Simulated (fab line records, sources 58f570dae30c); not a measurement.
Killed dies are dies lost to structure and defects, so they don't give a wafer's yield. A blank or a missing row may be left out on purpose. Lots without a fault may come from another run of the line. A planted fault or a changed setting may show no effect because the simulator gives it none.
One fault seen from 2 desks | flow berkeley_cmos170 | each desk has only its own numbers; what lay behind them comes last

THE METROLOGY DESK
What the gauges read, lot by lot, whatever tool the lot ran on: means of the sampled wafers that have a number. A lot is out of limits, marked OUT, if its mean lies more than 4 standard deviations from the usual mean; the brackets give that distance.
Columns: A = PSD_RS at UCB170_SDANNEAL_RS_MEAS_02, usual 75.6 ohm/sq; B = NSD_RS at UCB170_SDANNEAL_RS_MEAS_03, usual 37.30 ohm/sq; C = PLDD_RS at UCB170_SDANNEAL_RS_MEAS_04, usual 1031.8 ohm/sq; D = NLDD_RS at UCB170_SDANNEAL_RS_MEAS_05, usual 616.5 ohm/sq; E = SILICIDE_TI_RS at UCB170_SILICIDE_RS_MEAS_02, usual 26.4 ohm/sq; F = SILICIDE_TI_THK at UCB170_SILICIDE_THK_MEAS_03, usual 30.2 nm
lot  | first seen here | A    | B     | C      | D     | E    | F
L853 | day 8 13:27     | 75.5 | 37.24 | 1030.7 | 616.9 | 27.2 | 29.2
L863 | day 10 15:30    | 75.6 | 37.40 | 1029.8 | 617.6 | 26.2 | 30.5
L861 | day 10 15:56    | 75.7 | 37.30 | 1030.5 | 619.2 | 26.5 | 30.0
L866 | day 10 17:59    | 75.5 | 37.31 | 1030.4 | 616.9 | 26.1 | 30.3
L867 | day 11 05:59    | 76.0 | 37.41 | 1032.3 | 616.4 | 26.4 | 30.3
L868 | day 11 06:26    | 75.7 | 37.24 | 1033.8 | 616.9 | 26.6 | 30.0
This desk's finding: nothing out of limits on any of the 6 lots.

THE TOOL OWNER'S DESK: rtp_anneal-02
The tool's own readings at UCB170_SILICIDE_RTA_04 (time 15 s): means of the sampled wafers that have a number, for each lot that ran on this tool. A lot is out of limits, marked OUT, if its mean lies more than 4 standard deviations from the usual mean; the brackets give that distance.
Columns: A = lamp_power_pct at UCB170_SILICIDE_RTA_04, usual 12.31 %; B = wafer_temp_C_max at UCB170_SILICIDE_RTA_04, usual 653.4
lot  | first seen here | A     | B
L863 | day 10 16:20    | 12.40 | 652.2
L861 | day 10 16:41    | 12.40 | 652.6
L866 | day 10 18:45    | 12.22 | 648.3 (-4.6) OUT
L868 | day 11 07:11    | 12.23 | 648.3 (-4.6) OUT
This desk's finding: out of limits on L866, L868; first on L866, day 10 18:45 (wafer_temp_C_max at UCB170_SILICIDE_RTA_04). In limits: L863, L861.

PUT TOGETHER
The tool owner's desk could have raised an alarm at day 10 18:45, on L866, L868.
The metrology desk saw nothing out of limits.
The metrology desk has L866, L868 on record, within its limits.
Of the lots named, all ran UCB170_SILICIDE_RTA_04 on rtp_anneal-02.

WHAT THE SIMULATOR HAD PUT IN
Process parameter drift: rtp_anneal-02, from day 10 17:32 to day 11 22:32, at UCB170_SILICIDE_RTA_04. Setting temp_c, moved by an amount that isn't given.
Lots struck among those shown: L866, L868.
Hours from the fault's start to each desk's first reading out of limits: the tool owner's desk, 1.
